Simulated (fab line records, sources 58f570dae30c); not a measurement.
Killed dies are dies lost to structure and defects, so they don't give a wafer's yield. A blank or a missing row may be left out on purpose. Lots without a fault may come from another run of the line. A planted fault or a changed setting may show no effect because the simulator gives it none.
fab line records | flow berkeley_cmos170
record lots=14 wafers=42 last_day=11
route steps=331 shown PLDD@151 PSD@181 M3@320
lots that met no fault: from a run of the same line without faults
start_h: hours from the record's first day to the start of the lot's first wafer shown | wait_h: hours since the lot's step before | " the same as in the row above | L1.1+2: a row that stands for several wafers | - no value, or no start given | * or withheld: withheld | < > ~ a bound
route shown NAME@n: a module of which the file shows steps, and the number in the route of the first | usual: mean/standard deviation of fault-free wafers | same: alike in all rows | chamber/n: place in a boat | sites: the reading at each site | _std_site: their standard deviation | _edge_site: outer sites' mean less inner sites' | radius_mm: how far each site lies from the wafer's centre | mask NAME#n: copy n | behind: the tool/chamber that last shaped the wafer | hold: why the lot was held/for how many hours/how that ended | device: the transistor (n, p or np) that didn't switch | end of line: the same wafers' tests at the end of the route | a step without rows: its recipe alone | killed: dies lost to structure and defects at the first sort, not the wafer's yield | map: a wafer's dies, x killed, . not, _ none there
set.NAME: the setting as run; set.NAME@STEP: as run at that earlier step | model.NAME: the simulator's own value behind a step, which no gauge read
steps of the route over a sample of lots; a table a step, a row a wafer
## steps
# step UCB170_PLDD_CD_MEAS_06
# recipe target_cd_nm=1200
# usual cd_nm=1199.7/1.5
# columns lot.wafer tool chamber start_h wait_h cd_nm
L554.1 cd_sem-01 - 125.94 - 1203.5
L554.2 " - " " 1202.4
L554.3 " - " " 1202.9
L555.1 cd_sem-02 - 136.54 - 1198.7
L555.5 " - " " 1199.3
L555.6 " - " " 1197.8
L556.1 cd_sem-01 - 148.63 - 1200.6
L556.3 " - " " 1201.8
L556.6 " - " " 1201.9
L557.1 cd_sem-02 - 149.09 - 1199.0
L557.4 " - " " 1197.7
L557.5 " - " " 1198.6
L558.1 cd_sem-02 - 163.95 - 1199.7
L558.2 " - " " 1199.7
L558.3 " - " " 1200.5
L559.1 cd_sem-02 - 164.29 - 1196.8
L559.3 " - " " 1195.5
L559.4 " - " " 1197.6
L560.2 cd_sem-01 - 165.67 - 1199.7
L560.3 " - " " 1199.0
L560.5 " - " " 1198.6
L569.2 cd_sem-02 - 205.39 - 1201.0
L569.4 " - " " 1199.8
L569.6 " - " " 1199.0
L570.1 cd_sem-01 - 210.48 - 1198.3
L570.3 " - " " 1199.0
L570.5 " - " " 1197.6
L571.2 cd_sem-02 - 210.54 - 1198.6
L571.3 " - " " 1199.7
L571.4 " - " " 1200.0
L568.1 cd_sem-01 - 211.20 - 1197.8
L568.2 " - " " 1198.6
L568.5 " - " " 1200.1
L575.2 cd_sem-02 - 228.60 - 1200.6
L575.3 " - " " 1200.9
L575.6 " - " " 1201.1
L573.1 cd_sem-01 - 228.82 - 1200.1
L573.4 " - " " 1199.6
L573.5 " - " " 1200.4
L574.2 cd_sem-02 - 229.39 - 1196.0
L574.5 " - " " 1197.7
L574.6 " - " " 1197.4
# step UCB170_PSD_CD_MEAS_06
# recipe target_cd_nm=1200
# usual cd_nm=1199.8/1.3
# columns lot.wafer tool chamber start_h wait_h cd_nm
L554.1 cd_sem-01 - 135.61 - 1197.8
L554.2 " - " " 1199.2
L554.3 " - " " 1196.8
L555.1 cd_sem-02 - 146.04 - 1202.1
L555.5 " - " " 1201.8
L555.6 " - " " 1200.1
L556.1 cd_sem-01 - 157.18 - 1201.2
L556.3 " - " " 1201.3
L556.6 " - " " 1199.9
L557.1 cd_sem-01 - 157.43 - 1199.1
L557.4 " - " " 1199.6
L557.5 " - " " 1200.0
L558.1 cd_sem-01 - 171.77 - 1202.2
L558.2 " - " " 1201.3
L558.3 " - " " 1200.6
L559.1 cd_sem-02 - 171.82 - 1199.4
L559.3 " - " " 1200.2
L559.4 " - " " 1199.9
L560.2 cd_sem-01 - 171.91 - 1199.7
L560.3 " - " " 1201.7
L560.5 " - " " 1200.2
L569.2 cd_sem-02 - 214.45 - 1201.2
L569.4 " - " " 1201.3
L569.6 " - " " 1200.6
L570.1 cd_sem-02 - 218.38 - 1199.3
L570.3 " - " " 1200.3
L570.5 " - " " 1199.5
L571.2 cd_sem-02 - 218.52 - 1199.4
L571.3 " - " " 1201.0
L571.4 " - " " 1200.3
L568.1 cd_sem-02 - 221.52 - 1196.9
L568.2 " - " " 1197.3
L568.5 " - " " 1197.8
L573.1 cd_sem-01 - 236.42 - 1199.2
L573.4 " - " " 1198.2
L573.5 " - " " 1198.7
L575.2 cd_sem-02 - 236.56 - 1200.7
L575.3 " - " " 1200.6
L575.6 " - " " 1200.3
L574.2 cd_sem-01 - 237.00 - 1201.3
L574.5 " - " " 1200.3
L574.6 " - " " 1200.3
# step UCB170_M3_SOFTBAKE_11
# recipe resist=KrF temp_c=130 time_s=60
# usual heater_power_total_W=56.80/0.051 plate_temp_C=130.04/0.12
# columns lot.wafer tool chamber start_h wait_h heater_power_total_W plate_temp_C
L554.1 litho_track-01 0 160 - 56.81 129.99
L554.2 " 0 " " 56.84 129.93
L554.3 " 0 " " 56.77 130.10
L555.1 litho_track-01 0 172 - 56.81 130.09
L555.5 " 0 " " 56.77 130.18
L555.6 " 0 " " 56.70 130.22
L556.1 litho_track-03 0 185 - 56.84 129.92
L556.3 " 0 " " 56.70 130.08
L556.6 " 0 " " 56.77 130.12
L557.1 litho_track-02 0 185 - 56.76 130.21
L557.4 " 0 " " 56.82 130.10
L557.5 " 0 " " 56.84 130.30
L558.1 litho_track-01 0 198 - 55.80 128.59
L558.2 " 0 " " 55.92 128.26
L558.3 " 0 " " 55.88 128.58
L560.2 litho_track-03 0 198 - 56.76 129.85
L560.3 " 0 " " 56.91 130.08
L560.5 " 0 " " 56.83 130.05
L559.1 litho_track-01 0 199 - 55.89 128.36
L559.3 " 0 " " 55.93 128.48
L559.4 " 0 " " 55.89 128.24
L569.2 litho_track-02 0 246 - 56.78 130.08
L569.4 " 0 247 - 56.75 130.05
L569.6 " 0 " " 56.82 130.03
L570.1 litho_track-02 0 247 - 56.79 130.03
L570.3 " 0 " " 56.88 130.01
L570.5 " 0 " " 56.82 129.89
L571.2 litho_track-02 0 248 - 56.77 130.00
L571.3 " 0 249 - 56.78 130.03
L571.4 " 0 " " 56.86 129.97
L568.1 litho_track-02 0 250 - 56.77 130.11
L568.2 " 0 " " 56.74 130.03
L568.5 " 0 " " 56.81 130.21
L575.2 litho_track-02 0 266 - 56.87 130.08
L575.3 " 0 " " 56.70 130.12
L575.6 " 0 " " 56.85 130.03
L573.1 litho_track-02 0 267 - 56.86 130.00
L573.4 " 0 " " 56.85 129.99
L573.5 " 0 " " 56.79 130.08
L574.2 litho_track-01 0 268 - 56.76 129.95
L574.5 " 0 " " 56.82 129.97
L574.6 " 0 " " 56.79 130.09
# step UCB170_M3_BOW_MEAS_20
# recipe mode=bow
# usual M3_BOW=36/7.3
# columns lot.wafer tool chamber start_h wait_h M3_BOW[um]
L554.1 film_metro-02 - 162.66 0.1 29
L554.2 " - " " 33
L554.3 " - " " 29
L555.1 film_metro-02 - 173.85 0.1 34
L555.5 " - " " 45
L555.6 " - " " 32
L556.1 film_metro-04 - 186.18 0.1 44
L556.3 " - " " 44
L556.6 " - " " 34
L557.1 film_metro-01 - 186.82 0.1 43
L557.4 " - " " 40
L557.5 " - " " 47
L558.1 film_metro-01 - 200.10 0.1 32
L558.2 " - " " 40
L558.3 " - " " 49
L560.2 film_metro-02 - 200.34 0.1 26
L560.3 " - " " 38
L560.5 " - " " 31
L559.1 film_metro-01 - 200.57 0.1 29
L559.3 " - " " 30
L559.4 " - " " 28
L569.2 film_metro-02 - 249.02 0.1 36
L569.4 " - " " 28
L569.6 " - " " 36
L570.1 film_metro-01 - 249.51 0.1 31
L570.3 " - " " 38
L570.5 " - " " 42
L571.2 film_metro-02 - 250.92 0.1 32
L571.3 " - " " 28
L571.4 " - " " 46
L568.1 film_metro-02 - 252.35 0.1 34
L568.2 " - " " 30
L568.5 " - " " 37
L575.2 film_metro-04 - 268.33 0.1 37
L575.3 " - " " 29
L575.6 " - " " 48
L573.1 film_metro-01 - 268.97 0.1 41
L573.4 " - " " 30
L573.5 " - " " 44
L574.2 film_metro-04 - 270.08 0.1 28
L574.5 " - " " 49
L574.6 " - " " 25
## key
first_sign step=UCB170_M3_SOFTBAKE_11 reading=heater_power_total_W direction=down sigmas=18 usual=56.80 struck=55.89
effect step=UCB170_M3_SOFTBAKE_11 reading=plate_temp_C direction=down sigmas=14 usual=* struck=*
met_at UCB170_M3_SOFTBAKE_11
struck_lots L558,L559
loop_trim step=UCB170_M3_EXPOSE_12 setting=dose lots=L559
not_acting_at UCB170_PLDD_CD_MEAS_06,UCB170_PSD_CD_MEAS_06,UCB170_M3_BOW_MEAS_20
onset_between 172 198
fault kind=process_parameter_drift tool=litho_track-01 chamber=- onset_h=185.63 steps=UCB170_M3_SOFTBAKE_11 channel=temp_c offset=* shape=step end_h=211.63 acts_in=* stated=*
# loop_trim: a control loop set the setting to another value than it would have without faults
